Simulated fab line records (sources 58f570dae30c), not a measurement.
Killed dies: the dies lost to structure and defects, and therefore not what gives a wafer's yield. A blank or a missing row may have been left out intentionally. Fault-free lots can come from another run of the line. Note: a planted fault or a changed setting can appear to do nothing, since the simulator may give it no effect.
Split-lot study || flow berkeley-cmos170 || 23 wafers read from 5 lots, route of 331 steps

## ON THE SPLIT
At UCB170_GATE_ETCH_15 (etches poly-Si in HBr/Cl2, stops on SiO2, time 56.3 s, target depth 278.2 nm), the setting time-s was moved away from the recipe's 56.3 s on 10 of the 23 wafers read, by -4.9% to +9.6%. This setting was run at the recipe's value on the other wafers.

The reading comes from the split's own step.

## THE READING
KrF_of_GATE_COAT_07.thk-nm (the simulator's own value, which no gauge read), in nm, at UCB170_GATE_ETCH_15 (etches poly-Si in HBr/Cl2, stops on SiO2, time 56.3 s, target depth 278.2 nm). No usual value for it is given in the file. The 13 wafers here that ran the recipe average 778.7 nm, standard deviation 1.6 nm.

{"wafer": "L076.2", "tool, chamber at the split": "rie-si-02, 2", "time-s as run, s": 56.3, "against the recipe": "recipe", "KrF_of_GATE_COAT_07.thk-nm, nm": 778.6, "against lot-mates on the recipe": "-"}
{"wafer": "L076.5", "tool, chamber at the split": "rie-si-02, 2", "time-s as run, s": 56.3, "against the recipe": "recipe", "KrF_of_GATE_COAT_07.thk-nm, nm": 778.2, "against lot-mates on the recipe": "-"}
{"wafer": "L076.6", "tool, chamber at the split": "rie-si-02, 3", "time-s as run, s": 56.3, "against the recipe": "recipe", "KrF_of_GATE_COAT_07.thk-nm, nm": 780.7, "against lot-mates on the recipe": "-"}
{"wafer": "L075.1", "tool, chamber at the split": "rie-si-01, 2", "time-s as run, s": 56.3, "against the recipe": "recipe", "KrF_of_GATE_COAT_07.thk-nm, nm": 777.9, "against lot-mates on the recipe": "-"}
{"wafer": "L075.3", "tool, chamber at the split": "rie-si-01, 3", "time-s as run, s": 56.3, "against the recipe": "recipe", "KrF_of_GATE_COAT_07.thk-nm, nm": 779.9, "against lot-mates on the recipe": "-"}
{"wafer": "L075.4", "tool, chamber at the split": "rie-si-01, 2", "time-s as run, s": 61.7, "against the recipe": "+9.6%", "KrF_of_GATE_COAT_07.thk-nm, nm": 767.7, "against lot-mates on the recipe": -11.2}
{"wafer": "L075.5", "tool, chamber at the split": "rie-si-01, 3", "time-s as run, s": 61.7, "against the recipe": "+9.6%", "KrF_of_GATE_COAT_07.thk-nm, nm": 768.5, "against lot-mates on the recipe": -10.4}
{"wafer": "L075.6", "tool, chamber at the split": "rie-si-01, 1", "time-s as run, s": 56.3, "against the recipe": "recipe", "KrF_of_GATE_COAT_07.thk-nm, nm": 778.8, "against lot-mates on the recipe": "-"}
{"wafer": "L074.1", "tool, chamber at the split": "rie-si-02, 1", "time-s as run, s": 56.3, "against the recipe": "recipe", "KrF_of_GATE_COAT_07.thk-nm, nm": 776.8, "against lot-mates on the recipe": "-"}
{"wafer": "L074.3", "tool, chamber at the split": "rie-si-02, 2", "time-s as run, s": 53.52, "against the recipe": "-4.9%", "KrF_of_GATE_COAT_07.thk-nm, nm": 784.4, "against lot-mates on the recipe": "+6.9"}
{"wafer": "L074.4", "tool, chamber at the split": "rie-si-02, 0", "time-s as run, s": 56.3, "against the recipe": "recipe", "KrF_of_GATE_COAT_07.thk-nm, nm": 779.7, "against lot-mates on the recipe": "-"}
{"wafer": "L074.5", "tool, chamber at the split": "rie-si-02, 3", "time-s as run, s": 56.3, "against the recipe": "recipe", "KrF_of_GATE_COAT_07.thk-nm, nm": 776, "against lot-mates on the recipe": "-"}
{"wafer": "L074.6", "tool, chamber at the split": "rie-si-02, 2", "time-s as run, s": 53.52, "against the recipe": "-4.9%", "KrF_of_GATE_COAT_07.thk-nm, nm": 782.1, "against lot-mates on the recipe": "+4.6"}
{"wafer": "L079.1", "tool, chamber at the split": "rie-si-01, 2", "time-s as run, s": 56.3, "against the recipe": "recipe", "KrF_of_GATE_COAT_07.thk-nm, nm": 781.2, "against lot-mates on the recipe": "-"}
{"wafer": "L079.2", "tool, chamber at the split": "rie-si-01, 3", "time-s as run, s": 61.59, "against the recipe": "+9.4%", "KrF_of_GATE_COAT_07.thk-nm, nm": 773.1, "against lot-mates on the recipe": -7.9}
{"wafer": "L079.3", "tool, chamber at the split": "rie-si-01, 1", "time-s as run, s": 61.59, "against the recipe": "+9.4%", "KrF_of_GATE_COAT_07.thk-nm, nm": 769.5, "against lot-mates on the recipe": -11.5}
{"wafer": "L079.5", "tool, chamber at the split": "rie-si-01, 3", "time-s as run, s": 61.59, "against the recipe": "+9.4%", "KrF_of_GATE_COAT_07.thk-nm, nm": 769.4, "against lot-mates on the recipe": -11.6}
{"wafer": "L079.6", "tool, chamber at the split": "rie-si-01, 2", "time-s as run, s": 56.3, "against the recipe": "recipe", "KrF_of_GATE_COAT_07.thk-nm, nm": 780.9, "against lot-mates on the recipe": "-"}
{"wafer": "L080.1", "tool, chamber at the split": "rie-si-02, 0", "time-s as run, s": 60.54, "against the recipe": "+7.5%", "KrF_of_GATE_COAT_07.thk-nm, nm": 772.3, "against lot-mates on the recipe": -5.1}
{"wafer": "L080.2", "tool, chamber at the split": "rie-si-02, 2", "time-s as run, s": 56.3, "against the recipe": "recipe", "KrF_of_GATE_COAT_07.thk-nm, nm": 776.3, "against lot-mates on the recipe": "-"}
{"wafer": "L080.3", "tool, chamber at the split": "rie-si-02, 3", "time-s as run, s": 60.54, "against the recipe": "+7.5%", "KrF_of_GATE_COAT_07.thk-nm, nm": 770.6, "against lot-mates on the recipe": -6.8}
{"wafer": "L080.5", "tool, chamber at the split": "rie-si-02, 1", "time-s as run, s": 56.3, "against the recipe": "recipe", "KrF_of_GATE_COAT_07.thk-nm, nm": 778.5, "against lot-mates on the recipe": "-"}
{"wafer": "L080.6", "tool, chamber at the split": "rie-si-02, 2", "time-s as run, s": 60.54, "against the recipe": "+7.5%", "KrF_of_GATE_COAT_07.thk-nm, nm": 770.6, "against lot-mates on the recipe": -6.8}

THE FIT
A straight line over all 23 wafers: KrF_of_GATE_COAT_07.thk-nm changes by -0.964 nm for each +1% of time-s; r = -0.95; the points scatter about the line by 1.6 nm.
The same after taking each lot's own level away (the mean of its wafers on the recipe; 23 wafers): -1.06 nm for each +1%; r = -0.97; scatter 1.4 nm.
The reading moves by 10 nm for the largest change in time-s, on that fit.
Measured against the standard deviation above, the lots' own levels, which go from 777.40 to 781.05 nm, span 2.2 times it.
The two slopes agree, so the slope changes little with the lot-to-lot level.
Check: for one of the wafers moved furthest among these (+9.6%), held out of the fit, the line's prediction against its lot-mates is -9.8 nm. It came out at -11.2 nm against them.

## THESE WAFERS: OTHER SPLITS
These wafers also went through other splits before the reading. Each is held against what the fit with the lots' levels taken away leaves over:
{"other split on the same wafers": "UCB170_GATE_CVD_04 time-s", "wafers away from the commonest value": 10, "r with KrF_of_GATE_COAT_07.thk-nm (lot level and that fit taken away)": -0.09}

## THE FILE'S OWN FIT
KrF_of_GATE_COAT_07.thk-nm changes by -1.06 nm for each +1% of time-s, r = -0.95.
